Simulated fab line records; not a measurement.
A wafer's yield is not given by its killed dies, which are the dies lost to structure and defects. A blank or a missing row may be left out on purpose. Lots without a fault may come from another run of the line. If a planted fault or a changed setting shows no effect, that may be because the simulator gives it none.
Split-lot study -- flow rit cmos -- 23 wafers read from 5 lots, route of 202 steps

## THE SPLIT
At RIT_SILICIDE_SPUTTER_01 (material Ti, target thk 30 nm, time 240 s), the setting power w was moved away from the recipe's 350 W on 11 of the 23 wafers read, by -6.6% to +11.0%. The other wafers ran this setting at the recipe's value.

## BETWEEN THE SPLIT AND THE READING: the file shows 1 step in between
- RIT_SILICIDE_RS_MEAS_02: measures by four-point-probe

## THE READING
SILICIDE_TI_THK, in nm, at RIT_SILICIDE_THK_MEAS_03 (measures by xrf). Fault-free wafers of this fab line usually give 29.9 nm, standard deviation 0.36 nm.

wafer,"tool, chamber at the split","power w as run, W",against the recipe,"SILICIDE_TI_THK, nm",against lot-mates on the recipe
L074.1,"pvd sputter-01, -",350,recipe,29.6,-
L074.2,"pvd sputter-01, -",371.5,+6.1%,31.2,+1.6
L074.3,"pvd sputter-01, -",371.5,+6.1%,31.4,+1.8
L074.5,"pvd sputter-01, -",371.5,+6.1%,31.4,+1.8
L074.6,"pvd sputter-01, -",350,recipe,29.7,-
L075.2,"pvd sputter-02, -",350,recipe,29.9,-
L075.3,"pvd sputter-02, -",388.6,+11.0%,33.0,+3.1
L075.4,"pvd sputter-02, -",388.6,+11.0%,33.1,+3.2
L075.5,"pvd sputter-02, -",388.6,+11.0%,33.0,+3.1
L075.6,"pvd sputter-02, -",350,recipe,29.8,-
L076.1,"pvd sputter-03, -",335.5,-4.1%,28.9,-0.8
L076.2,"pvd sputter-03, -",350,recipe,29.5,-
L076.4,"pvd sputter-03, -",350,recipe,29.9,-
L076.5,"pvd sputter-03, -",335.5,-4.1%,28.4,-1.3
L076.6,"pvd sputter-03, -",335.5,-4.1%,28.3,-1.4
L078.1,"pvd sputter-03, -",350,recipe,30.3,-
L078.4,"pvd sputter-03, -",350,recipe,30.3,-
L078.5,"pvd sputter-03, -",350,recipe,29.9,-
L084.1,"pvd sputter-01, -",350,recipe,30.4,-
L084.2,"pvd sputter-01, -",326.9,-6.6%,28.2,-2.0
L084.4,"pvd sputter-01, -",350,recipe,30.0,-
L084.5,"pvd sputter-01, -",326.9,-6.6%,28.5,-1.7
L084.6,"pvd sputter-01, -",350,recipe,30.1,-

THE FIT
A straight line over all 23 wafers: SILICIDE_TI_THK changes by +0.272 nm for each +1% of power w; r = +0.98; the points scatter about the line by 0.29 nm.
The same after taking each lot's own level away (the mean of its wafers on the recipe; 23 wafers): +0.283 nm for each +1%; r = +0.99; scatter 0.17 nm.
According to that fit, moving power w by its largest amount changes the reading by 3.1 nm.
Across the lots, their own levels run from 29.65 to 30.17 nm, a range of 1.4 times the standard deviation given above.
Hence the lot-to-lot level has little effect on the slope; both slopes agree.
Check: +3.12 nm against its lot-mates is what the line predicts for one of the wafers moved furthest among these (+11.0%) when that wafer is left out of the fit. It came out at +3.15 nm against them.

## OTHER SPLITS ON THESE WAFERS
Note: prior to the reading, these wafers also went through further splits. Each is held against what the fit with the lots' levels taken away leaves over:
other split on the same wafers,wafers away from the commonest value,r with SILICIDE_TI_THK (lot level and that fit taken away)
RIT_NSD_COAT_01 spin rpm,5,-0.12
RIT_PSD_IMPLANT_08 energy kev,10,-0.20

## THE WHOLE CHAIN: every reading that the file lists as answering this split, in the file's order
step,what it does,reading,change (the file's fit),r (the file's)
RIT_SILICIDE_SPUTTER_01,"material Ti, target thk 30 nm, time 240 s","Ti_of_SILICIDE_SPUTTER_01.thk nm (the simulator's own value, which no gauge read)",+0.296 nm for each +1% of the setting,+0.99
RIT_SILICIDE_RS_MEAS_02,measures by four-point-probe,SILICIDE_TI_RS,-0.553 for each +1% of the setting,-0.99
RIT_SILICIDE_THK_MEAS_03,measures by xrf,SILICIDE_TI_THK,+0.286 for each +1% of the setting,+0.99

## FILE'S OWN FIT
SILICIDE_TI_THK changes by +0.286 nm for each +1% of power w, r = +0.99.
